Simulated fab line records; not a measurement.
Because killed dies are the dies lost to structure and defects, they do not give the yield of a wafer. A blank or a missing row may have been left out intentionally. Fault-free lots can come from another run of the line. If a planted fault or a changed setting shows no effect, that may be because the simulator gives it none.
Matching of chambers | flow berkeley-cmos170 | UCB170_V2_CMP_02 on cmp-02: 4 sister chambers
The step polishes SiO2. 14 wafers are shown with their chamber, then 7 later ones without.

EACH WAFER AND ITS CHAMBER
wafer  | chamber | motor-current-A (A) | retaining-ring-pressure-frac
L131.1 | 0       | 18.1                | 1.003
L131.2 | 1       | 14.4                | 0.990
L131.6 | 0       | 16.5                | 0.993
L138.1 | 1       | 14.3                | 1.008
L138.2 | 2       | 18.5                | 0.993
L138.6 | 3       | 16.2                | 0.998
L140.2 | 3       | 15.8                | 0.991
L140.3 | 0       | 17.8                | 0.994
L140.5 | 3       | 16.6                | 0.991
L141.1 | 2       | 18.6                | 1.001
L141.2 | 3       | 16.6                | 0.993
L141.5 | 1       | 14.6                | 1.007
L147.2 | 3       | 15.8                | 1.010
L147.4 | 1       | 13.2                | 1.006

SIGNATURES, as means of the wafers listed above
reading                      | chamber 0 | chamber 1 | chamber 2 | chamber 3 | scatter within a chamber
motor-current-A              | 17.467    | 14.125    | 18.550    | 16.200    | 0.573
retaining-ring-pressure-frac | 0.99667   | 1.00275   | 0.99700   | 0.99660   | 0.00754
Rule: for each reading, subtract the chamber's mean from the wafer's reading, divide by that reading's scatter and square the result; add these up over the readings and take the root, which gives the wafer's distance from the chamber. If the next closest chamber is less than 2 further off than the closest, the wafer can't be placed; otherwise it belongs to the closest. How the scatter is found: for the shown wafers, subtract from each reading the mean of its chamber, square and add these, divide the total by (wafers less chambers), then take the root.

WAFERS WHOSE CHAMBER IS MISSING
wafer  | motor-current-A (A) | retaining-ring-pressure-frac
L147.5 | 18.2                | 1.009
L149.1 | 19.1                | 0.993
L149.2 | 16.4                | 1.006
L149.6 | 15.7                | 1.007
L150.1 | 15.0                | 0.996
L150.2 | 18.1                | 1.008
L150.4 | 16.2                | 0.997

THE CHAMBER EACH PASSED THROUGH
wafer  | from the rows above          | in truth
L147.5 | can't be placed: 2 or 0      | 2
L149.1 | can't be placed: 2 or 0      | 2
L149.2 | can't be placed: 3 or 0      | 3
L149.6 | can't be placed: 3 or 1 or 0 | 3
L150.1 | can't be placed: 1 or 3      | 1
L150.2 | can't be placed: 2 or 0 or 3 | 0
L150.4 | 3                            | 3
Correctly placed: 1 of 7. Unplaceable from these rows: 6, with the true chamber sitting among the candidates in 6. Number placed wrongly: 0.
